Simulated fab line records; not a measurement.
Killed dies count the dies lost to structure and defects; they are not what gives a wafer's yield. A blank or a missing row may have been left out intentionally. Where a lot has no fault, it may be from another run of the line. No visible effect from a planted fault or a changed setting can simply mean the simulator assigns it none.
Problem report in the 8D (eight disciplines) form, filled by code / flow rit-cmos / the parts of the form that need people (team, actions taken, sign-off) are left out

== 1. WHAT IS WRONG ==
Across 6 wafers from 2 lots, NSD_TW at RIT_NSD_TW_MEAS_10 averages 3355, while fault-free wafers read 3129 with a standard deviation of 32. That puts it +7.1 standard deviations away from the usual mean.
Seen first at day 5 12:56 on film-metro-01, wafer L116.2. The record holds 42 wafers of 14 lots with a number at this step. Rule for "out", or "out of limits": more than 4 standard deviations from the usual mean. The rest of the wafers with a number are treated as sound.

== 2. WHAT IT IS AND WHAT IT IS NOT ==
question=which readings at this step | is=NSD_TW | is not=-
question=which lots | is=L116, L117 | is not=L104, L105, L106, L107, L108, L109, L110, L114, L121, L125, L126, L127
question=which wafers of those lots | is=all that have a number | is not=-
question=read on which gauges | is=film-metro-01, film-metro-04 | is not=film-metro-02
question=when | is=from day 5 12:56 | is not=up to then (24 sound wafers); but 12 sound wafers of L121, L125, L126, L127 came after

== 3. WHAT RULES OUT EACH SUSPECT ==
Counting: a tool stays on the suspect list if, at a process step up to the reading, it processed all lots that are out and no sound lot following the first of them.
- the gauge at RIT_NSD_TW_MEAS_10: ruled out. Those wafers that are out were read across 2 gauges (film-metro-01, film-metro-04).
- plasma-asher-01 at RIT_PWELL_STRIP_09 (strips in O2, time 180 s): kept. It processed each lot that is out, first L116 at day 4 11:45, and no sound lot thereafter; up to then, the last sound lot it processed was L114 at day 4 03:00.
- implanter-01 at RIT_NSD_IMPLANT_08: kept. It processed each lot that is out, first L116 at day 5 12:37, and no sound lot thereafter; up to then, the last sound lot it processed was L110 at day 4 07:48. Out on those wafers are its own readings of dose-ions-cm2, faraday-current-uA.
What counting leaves: plasma-asher-01 at RIT_PWELL_STRIP_09 and implanter-01 at RIT_NSD_IMPLANT_08.

== 4. THE CAUSE (what the simulator had put in) ==
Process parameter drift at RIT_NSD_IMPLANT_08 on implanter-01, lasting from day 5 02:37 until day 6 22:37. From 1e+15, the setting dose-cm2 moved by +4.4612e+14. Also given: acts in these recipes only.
2 suspects survive the count, and this tool is in that group.

== 5. SEQUENCE OF EFFECTS, ordered by route ==
Rows list readings where the struck wafers' mean (over those with a number) sits beyond 3 standard deviations from the usual. Only readings whose record carries a usual standard deviation are examined. hours: median over the lots of the time between each lot's start at the first step of this table that gives one and its start at this step. sigmas: the change, counted in usual standard deviations.
hours=0; step=RIT_NSD_IMPLANT_08; reading=dose-ions-cm2; usual=9.999e+14; on struck wafers=1.446e+15; change=+4.457e+14; sigmas=+99 or more
hours=0; step=RIT_NSD_IMPLANT_08; reading=faraday-current-uA; usual=3136; on struck wafers=4493; change=+1357; sigmas=+22
hours=0; step=RIT_NSD_TW_MEAS_10; reading=NSD_TW; usual=3129; on struck wafers=3355; change=+226; sigmas=+7.1
hours=3; step=RIT_SDANNEAL_RS_MEAS_05; reading=NSD_RS; usual=84.7 ohm/sq; on struck wafers=64.0; change=-20.7; sigmas=-69
It contains these process steps:
- RIT_NSD_IMPLANT_08

== 6. HOW IT WOULD HAVE BEEN CAUGHT EARLIER ==
10 hours passed between the start of the fault at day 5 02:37 and the first reading out of limits at a measuring or inspecting step in this record, taken at day 5 12:56.
Tool's own readings at RIT_NSD_IMPLANT_08, dose-ions-cm2, faraday-current-uA: out on all struck wafers the step has rows for; an alarm limit on them would have tripped on the first.
Among the 2 lots that are out, L117 began RIT_NSD_IMPLANT_08 on implanter-01 after day 5 12:56. Had the tool been put on hold then, it would have been spared.
